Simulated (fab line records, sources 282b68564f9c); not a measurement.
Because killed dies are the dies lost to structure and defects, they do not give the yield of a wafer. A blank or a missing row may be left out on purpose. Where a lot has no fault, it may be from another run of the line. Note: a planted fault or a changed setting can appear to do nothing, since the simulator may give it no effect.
2 desks, one fault    flow ritCmos    every desk sees just its own numbers, and what lay behind them comes last

FROM THE METROLOGY DESK
Means of the sampled wafers that have a number, per lot and without regard to the tool the lot ran on: this is what the gauges read. The brackets show how far a lot's mean lies from the usual mean; more than 4 standard deviations puts the lot out of limits, marked OUT.
Columns: A = NLDD_TW at RIT_NLDD_TW_MEAS_10, usual 2497; B = NLDD_RS at RIT_SDANNEAL_RS_MEAS_07, usual 151.6 ohm/sq
lot   first seen here  A               B
L151  day 3 02:00      2484            151.9
L152  day 3 02:16      2522            151.3
L153  day 3 15:37      2493            150.7
L154  day 3 15:51      2488            152.2
L155  day 4 01:50      2495            151.6
L157  day 4 14:06      2499            151.3
L158  day 4 16:31      2503            152.9
L160  day 4 21:52      2518            152.1
L164  day 5 16:00      2242 (-15) OUT  143.1 (-15) OUT
L165  day 5 18:54      2247 (-15) OUT  142.6 (-16) OUT
L166  day 6 01:38      2267 (-14) OUT  142.2 (-16) OUT
L168  day 6 11:01      2499            152.5
L170  day 6 21:31      2498            151.7
L173  day 7 17:04      2521            151.2
L174  day 7 20:54      2513            151.8
This desk finds L164, L165, L166 out of limits, with the earliest case on L164 at day 5 16:00 (NLDD_TW at RIT_NLDD_TW_MEAS_10). L151, L152, L153, L154, L155, L157, L158, L160, L168, L170, L173, L174: within limits.

AT THE TOOL OWNER'S DESK: implanter-01
For each lot that ran on this tool, the mean over its sampled wafers that have a number, from the tool's own readings at RIT_NLDD_IMPLANT_08. The brackets show how far a lot's mean lies from the usual mean; more than 4 standard deviations puts the lot out of limits, marked OUT.
Columns: A = doseIonsCm2 at RIT_NLDD_IMPLANT_08, usual 4.999e+14; B = tiltDeg at RIT_NLDD_IMPLANT_08, usual 7.001 degrees
lot   first seen here  A          B
L151  day 3 01:41      4.998e+14  6.980
L155  day 4 01:31      4.993e+14  6.982
L157  day 4 13:47      5.002e+14  6.972
L158  day 4 16:11      4.996e+14  7.034
L160  day 4 21:32      5.002e+14  7.012
L164  day 5 15:41      5.005e+14  -0.000 (-99 or more) OUT
L165  day 5 18:36      5.004e+14  0.018 (-99 or more) OUT
L166  day 6 01:19      5.006e+14  -0.003 (-99 or more) OUT
This desk finds L164, L165, L166 out of limits, L164 being first, at day 5 15:41 (tiltDeg at RIT_NLDD_IMPLANT_08). L151, L155, L157, L158, L160: within limits.

TAKEN TOGETHER
The tool owner's desk could have raised an alarm at day 5 15:41, on L164, L165, L166.
The metrology desk could have raised an alarm at day 5 16:00, on L164, L165, L166.
All the named lots went through RIT_NLDD_IMPLANT_08 on implanter-01.

WHAT THE SIMULATOR PUT IN
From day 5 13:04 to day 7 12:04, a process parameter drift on implanter-01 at RIT_NLDD_IMPLANT_08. Setting tiltDeg, moved by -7, from 7. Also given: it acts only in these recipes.
Struck lots among those shown: L164, L165, L166.
Time in hours from fault onset to the first out-of-limits reading at each desk: tool owner's desk 3, metrology desk 3.
